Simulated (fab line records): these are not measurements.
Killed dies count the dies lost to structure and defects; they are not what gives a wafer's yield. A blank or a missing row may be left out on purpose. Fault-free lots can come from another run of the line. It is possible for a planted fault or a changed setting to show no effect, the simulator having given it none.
fab line records ; flow ritCmos
record: lots: 7; wafers: 21; lastDay: 5
route steps=202 shown PWELL@49 WELLDRIVE@50 NWELL@51 NRETRO@53 PRETRO@64
lots that met no fault: from a run of the same line without faults
startH: the number of hours between the record's first day and the start of the first shown wafer of the lot ; waitH: time in hours since the lot's previous step ; " repeats the value in the row above ; L1.1+2: a row that stands for several wafers ; - value missing, or start not given ; * or withheld: withheld ; < > ~ a bound
route shown NAME@n: NAME is a module with steps in the file, n the number in the route of the first one ; usual: the fault-free wafers' mean and standard deviation ; same: alike in all rows ; chamber/n: place in a boat ; sites: each site's reading ; _std_site: standard deviation across them ; _edge_site: the outer-site mean with the inner-site mean subtracted ; radiusMm: how far each site lies from the wafer's centre ; mask NAME#n: copy n ; behind: tool/chamber where the wafer was last shaped ; hold: what put the lot on hold/how long, in hours/how the hold closed ; device: the n, p or np transistor that did not switch ; end of line: at the end of the route, the tests of the same wafers ; step lacking rows: just its recipe ; killed: dies that structure and defects cost at the first sort, which is not the same as the wafer's yield ; map: a wafer's dies, x killed, . not, _ none there
set.NAME: setting as actually run; set.NAME@STEP: the setting as run at that earlier step ; model.NAME: the simulator's own value behind a step, which no gauge read
a table for each step, a row for each wafer; lots at some steps of the route
services: from which hour (startH, from the record's first day; less than 0 if before it) a tool's chamber was out of use, for how many hours, and why
== steps ==
step: RIT_PWELL_TW_MEAS_10
usual: PWELL_TW: 947/7.3
lot.wafer;tool;chamber;startH;waitH;PWELL_TW
L564.2;filmMetro-01;-;34.44;0.1;942
L564.3;filmMetro-01;-;34.44;0.1;945
L564.6;filmMetro-01;-;34.44;0.1;938
L565.2;filmMetro-02;-;39.42;0.1;939
L565.4;filmMetro-02;-;39.42;0.1;936
L565.5;filmMetro-02;-;39.42;0.1;939
L567.2;filmMetro-01;-;53.86;0.1;934
L567.3;filmMetro-01;-;53.86;0.1;935
L567.6;filmMetro-01;-;53.86;0.1;931
L568.1;filmMetro-01;-;55.90;0.1;938
L568.3;filmMetro-01;-;55.90;0.1;939
L568.5;filmMetro-01;-;55.90;0.1;934
L569.1;filmMetro-03;-;57.83;0.1;949
L569.2;filmMetro-03;-;57.83;0.1;949
L569.3;filmMetro-03;-;57.83;0.1;949
L570.1;filmMetro-03;-;65.19;0.1;949
L570.2;filmMetro-03;-;65.19;0.1;949
L570.5;filmMetro-03;-;65.19;0.1;953
L571.2;filmMetro-01;-;70.48;0.1;939
L571.5;filmMetro-01;-;70.48;0.1;941
L571.6;filmMetro-01;-;70.48;0.1;942
step: RIT_WELLDRIVE_ANNEAL_00
recipe: tempC: 1100; timeS: 14700; ambient: N2
step: RIT_WELLDRIVE_RS_MEAS_01
recipe: thkMeasGauge: four-point-probe
usual: NWELL_RS: 278.0/0.87
lot.wafer;tool;chamber;startH;waitH;NWELL_RS[ohm/sq]
L564.2;filmMetro-03;-;40.29;0.0;277.3
L564.3;filmMetro-03;-;40.29;0.0;276.4
L564.6;filmMetro-03;-;40.29;0.0;276.6
L565.2;filmMetro-03;-;45.57;0.0;278.9
L565.4;filmMetro-03;-;45.57;0.0;278.0
L565.5;filmMetro-03;-;45.57;0.0;278.3
L567.2;filmMetro-02;-;59.02;0.0;277.3
L567.3;filmMetro-02;-;59.02;0.0;277.2
L567.6;filmMetro-02;-;59.02;0.0;277.7
L568.1;filmMetro-03;-;62.36;0.0;277.9
L568.3;filmMetro-03;-;62.36;0.0;278.1
L568.5;filmMetro-03;-;62.36;0.0;277.4
L569.1;filmMetro-03;-;64.08;0.0;278.3
L569.2;filmMetro-03;-;64.08;0.0;278.1
L569.3;filmMetro-03;-;64.08;0.0;278.9
L570.1;filmMetro-02;-;71.51;0.0;277.6
L570.2;filmMetro-02;-;71.51;0.0;277.0
L570.5;filmMetro-02;-;71.51;0.0;277.8
L571.2;filmMetro-01;-;76.61;0.0;278.1
L571.5;filmMetro-01;-;76.61;0.0;278.3
L571.6;filmMetro-01;-;76.61;0.0;277.9
step: RIT_WELLDRIVE_RS_MEAS_02
recipe: thkMeasGauge: four-point-probe
usual: PWELL_RS: 429.5/1.4
lot.wafer;tool;chamber;startH;waitH;PWELL_RS[ohm/sq]
L564.2;filmMetro-03;-;40.41;0.1;429.2
L564.3;filmMetro-03;-;40.41;0.1;429.8
L564.6;filmMetro-03;-;40.41;0.1;431.2
L565.2;filmMetro-03;-;45.69;0.1;429.8
L565.4;filmMetro-03;-;45.69;0.1;429.3
L565.5;filmMetro-03;-;45.69;0.1;429.8
L567.2;filmMetro-02;-;59.14;0.1;430.3
L567.3;filmMetro-02;-;59.14;0.1;430.0
L567.6;filmMetro-02;-;59.14;0.1;428.6
L568.1;filmMetro-03;-;62.48;0.1;430.5
L568.3;filmMetro-03;-;62.48;0.1;430.8
L568.5;filmMetro-03;-;62.48;0.1;430.8
L569.1;filmMetro-03;-;64.20;0.1;428.4
L569.2;filmMetro-03;-;64.20;0.1;429.5
L569.3;filmMetro-03;-;64.20;0.1;429.4
L570.1;filmMetro-02;-;71.63;0.1;427.0
L570.2;filmMetro-02;-;71.63;0.1;427.4
L570.5;filmMetro-02;-;71.63;0.1;427.7
L571.2;filmMetro-01;-;76.73;0.1;429.0
L571.5;filmMetro-01;-;76.73;0.1;428.0
L571.6;filmMetro-01;-;76.73;0.1;427.6
step: RIT_NRETRO_HMDS_00
recipe: primeTimeS: 60; primeTempC: 140
step: RIT_NRETRO_COAT_01
recipe: resist: NOVOLAK; spinRpm: 2000; resistThkNm: 1300
step: RIT_NRETRO_SOFTBAKE_02
recipe: resist: NOVOLAK; tempC: 90; timeS: 60
step: RIT_NRETRO_EXPOSE_03
recipe: maskId: M4; na: 0.57; targetCdNm: 43900; doseMj: 250
step: RIT_NRETRO_PEB_04
recipe: resist: NOVOLAK; tempC: withheld; timeS: withheld
step: RIT_NRETRO_DEVELOP_05
recipe: resist: NOVOLAK; developTimeS: 68; devTempC: 23
step: RIT_NRETRO_OVL_MEAS_06
usual: NRETRO_OVL: -0.4/1.5
lot.wafer;tool;chamber;startH;waitH;NRETRO_OVL[nm]
L564.2;overlay-02;-;41.52;-;0.5
L564.3;overlay-02;-;41.52;-;-1.1
L564.6;overlay-02;-;41.52;-;-1.0
L565.2;overlay-02;-;46.80;-;-0.2
L565.4;overlay-02;-;46.80;-;1.0
L565.5;overlay-02;-;46.80;-;-0.4
L567.2;overlay-01;-;60.25;-;0.1
L567.3;overlay-01;-;60.25;-;1.1
L567.6;overlay-01;-;60.25;-;-0.8
L568.1;overlay-01;-;63.48;-;-0.6
L568.3;overlay-01;-;63.48;-;0.9
L568.5;overlay-01;-;63.48;-;1.2
L569.1;overlay-02;-;65.21;-;-2.1
L569.2;overlay-02;-;65.21;-;-1.9
L569.3;overlay-02;-;65.21;-;-0.6
L570.1;overlay-01;-;72.80;-;-1.0
L570.2;overlay-01;-;72.80;-;0.6
L570.5;overlay-01;-;72.80;-;0.3
L571.2;overlay-02;-;77.71;-;2.3
L571.5;overlay-02;-;77.71;-;0.7
L571.6;overlay-02;-;77.71;-;1.6
step: RIT_NRETRO_HARDBAKE_07
recipe: resist: NOVOLAK; tempC: 140; timeS: 120
step: RIT_NRETRO_IMPLANT_08
recipe: species: P; energyKev: 70; doseCm2: 1e+13; tiltDeg: 7
usual: endStationPressureTorr: 5.05e-06/2.5e-07; faradayCurrentUA: 31.7/0.66; implantIonAmu: 31/0
lot.wafer;tool;chamber;startH;waitH;endStationPressureTorr;faradayCurrentUA;implantIonAmu;model.implant.rpNm;model.implant.drpNm
L564.2;implanter-02;0;41.83;0.2;4.54e-06;31.5;31;83.92;33.94
L564.3;implanter-02;0;41.83;0.2;5.25e-06;32.3;31;83.92;33.94
L564.6;implanter-02;0;41.83;0.2;4.98e-06;31.2;31;83.92;33.94
L565.2;implanter-02;0;47.11;0.2;5.33e-06;32.0;31;85.83;33.94
L565.4;implanter-02;0;47.11;0.2;4.88e-06;32.5;31;85.83;33.94
L565.5;implanter-02;0;47.11;0.2;5.16e-06;31.7;31;85.83;33.94
L567.2;implanter-04;0;60.62;0.2;4.69e-06;30.9;31;83.73;33.94
L567.3;implanter-04;0;60.62;0.2;5.04e-06;32.2;31;83.73;33.94
L567.6;implanter-04;0;60.62;0.2;5.08e-06;31.4;31;83.73;33.94
L568.1;implanter-02;0;63.77;0.2;5.01e-06;32.4;31;84.86;33.94
L568.3;implanter-02;0;63.77;0.2;4.98e-06;31.7;31;84.86;33.94
L568.5;implanter-02;0;63.77;0.2;5.14e-06;32.4;31;84.86;33.94
L569.1;implanter-03;0;65.59;0.2;5.15e-06;32.4;11;231.3;70.05
L569.2;implanter-03;0;65.59;0.2;4.94e-06;31.6;11;231.3;70.05
L569.3;implanter-03;0;65.59;0.2;4.77e-06;32.0;11;231.3;70.05
L570.1;implanter-02;0;73.09;0.2;5.76e-06;31.2;11;238.6;70.05
L570.2;implanter-02;0;73.09;0.2;5.14e-06;32.2;11;238.6;70.05
L570.5;implanter-02;0;73.09;0.2;4.94e-06;32.0;11;238.6;70.05
L571.2;implanter-04;0;78.02;0.2;5.09e-06;31.7;11;221.9;70.05
L571.5;implanter-04;0;78.02;0.2;5.43e-06;32.7;11;221.9;70.05
L571.6;implanter-04;0;78.02;0.2;5.29e-06;31.7;11;221.9;70.05
step: RIT_NRETRO_STRIP_09
recipe: chemistry: O2; timeS: 180; resist: NOVOLAK; platenTempC: withheld; powerW: 500; pressureMtorr: 4000; o2FlowSccm: 4000
usual: chamberPressureMTorr: 4000/3.5; drypumpMotorCurrentA: 5.73/0.26; o2FlowSccm: 3998/13
lot.wafer;tool;chamber;startH;waitH;chamberPressureMTorr;drypumpMotorCurrentA;o2FlowSccm;rfHoursCounterH
L564.2;plasmaAsher-04;1;41.95;0.1;4001;5.78;3994;24
L564.3;plasmaAsher-04;1;41.95;0.1;3996;5.76;4008;-
L564.6;plasmaAsher-04;1;41.95;0.1;4000;5.76;3985;-
L565.2;plasmaAsher-02;0;47.23;0.1;4004;5.52;4006;41
L565.4;plasmaAsher-02;0;47.23;0.1;4001;5.49;4020;-
L565.5;plasmaAsher-02;1;47.23;0.1;4000;5.81;3999;-
L567.2;plasmaAsher-01;1;60.74;0.1;3997;5.53;3973;41
L567.3;plasmaAsher-01;1;60.74;0.1;4007;5.53;4009;-
L567.6;plasmaAsher-01;1;60.74;0.1;3998;5.52;4004;-
L568.1;plasmaAsher-01;1;63.92;0.1;4000;5.53;4011;42
L568.3;plasmaAsher-01;0;63.92;0.1;4003;6.28;3977;-
L568.5;plasmaAsher-01;0;63.92;0.1;3998;6.26;4002;-
L569.1;plasmaAsher-02;1;65.74;0.1;3994;5.81;3992;43
L569.2;plasmaAsher-02;0;65.74;0.1;3998;5.50;4006;43
L569.3;plasmaAsher-02;1;65.74;0.1;4002;5.80;4009;-
L570.1;plasmaAsher-01;0;73.24;0.1;4005;6.25;4007;43
L570.2;plasmaAsher-01;1;73.24;0.1;4001;5.52;3987;43
L570.5;plasmaAsher-01;1;73.24;0.1;3998;5.51;3981;-
L571.2;plasmaAsher-01;1;78.14;0.1;3999;5.51;4010;44
L571.5;plasmaAsher-01;1;78.14;0.1;4004;5.55;4010;-
L571.6;plasmaAsher-01;0;78.14;0.1;3999;6.26;4004;-
step: RIT_NRETRO_TW_MEAS_10
usual: NRETRO_TW: 1044/12
lot.wafer;tool;chamber;startH;waitH;NRETRO_TW
L564.2;filmMetro-04;-;42.14;0.1;1060
L564.3;filmMetro-04;-;42.14;0.1;1051
L564.6;filmMetro-04;-;42.14;0.1;1055
L565.2;filmMetro-01;-;47.42;0.1;1040
L565.4;filmMetro-01;-;47.42;0.1;1041
L565.5;filmMetro-01;-;47.42;0.1;1039
L567.2;filmMetro-02;-;60.93;0.1;1028
L567.3;filmMetro-02;-;60.93;0.1;1030
L567.6;filmMetro-02;-;60.93;0.1;1028
L568.1;filmMetro-02;-;64.09;0.1;1034
L568.3;filmMetro-02;-;64.09;0.1;1027
L568.5;filmMetro-02;-;64.09;0.1;1034
L569.1;filmMetro-01;-;65.92;0.1;474
L569.2;filmMetro-01;-;65.92;0.1;471
L569.3;filmMetro-01;-;65.92;0.1;471
L570.1;filmMetro-02;-;73.41;0.1;468
L570.2;filmMetro-02;-;73.41;0.1;471
L570.5;filmMetro-02;-;73.41;0.1;465
L571.2;filmMetro-04;-;78.33;0.1;483
L571.5;filmMetro-04;-;78.33;0.1;483
L571.6;filmMetro-04;-;78.33;0.1;481
step: RIT_PRETRO_HMDS_00
recipe: primeTimeS: 60; primeTempC: 140
== services ==
tool;chamber;startH;hours;kind
implanter-04;-;38.71;4.0;pm
plasmaAsher-04;-;66.03;15.6;pm
== key ==
firstSign: step: RIT_NRETRO_IMPLANT_08; reading: implantIonAmu; direction: down; sigmas: 99+; usual: 31; struck: 11
effect: step: RIT_NRETRO_TW_MEAS_10; reading: NRETRO_TW; direction: down; sigmas: 47; usual: 1044; struck: 474
modelEffect: step: RIT_NRETRO_IMPLANT_08; value: implant.rpNm; without: 83.16; struck: 230.6
metAt RIT_NRETRO_IMPLANT_08
struckWafers L569.1,L569.2,L569.3,L570.1,L570.2,L570.5,L571.2,L571.5,L571.6
sortLeftOut L569.1,L569.2,L569.3,L570.1,L570.2,L570.5,L571.2,L571.5,L571.6
testerLeftOut L569,L570,L571
onsetBetween 63.77 65.59
fault: kind: wrongRecipeDownload; tool: implanter-02,implanter-03,implanter-04; chamber: -; onsetH: 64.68; steps: RIT_NRETRO_IMPLANT_08; wrongRecipe.notListed: 1
testerLeftOut: of these lots the tester's yield and bins aren't shown, on N5 and GAA mostly nor the transistor test; their killed dies are dies lost to structure and defects alone, not to doping, threshold or leakage, so they don't give the yield
sortLeftOut: the simulated sort isn't trusted on such a fault, so these wafers' sort isn't shown, and their yield isn't known
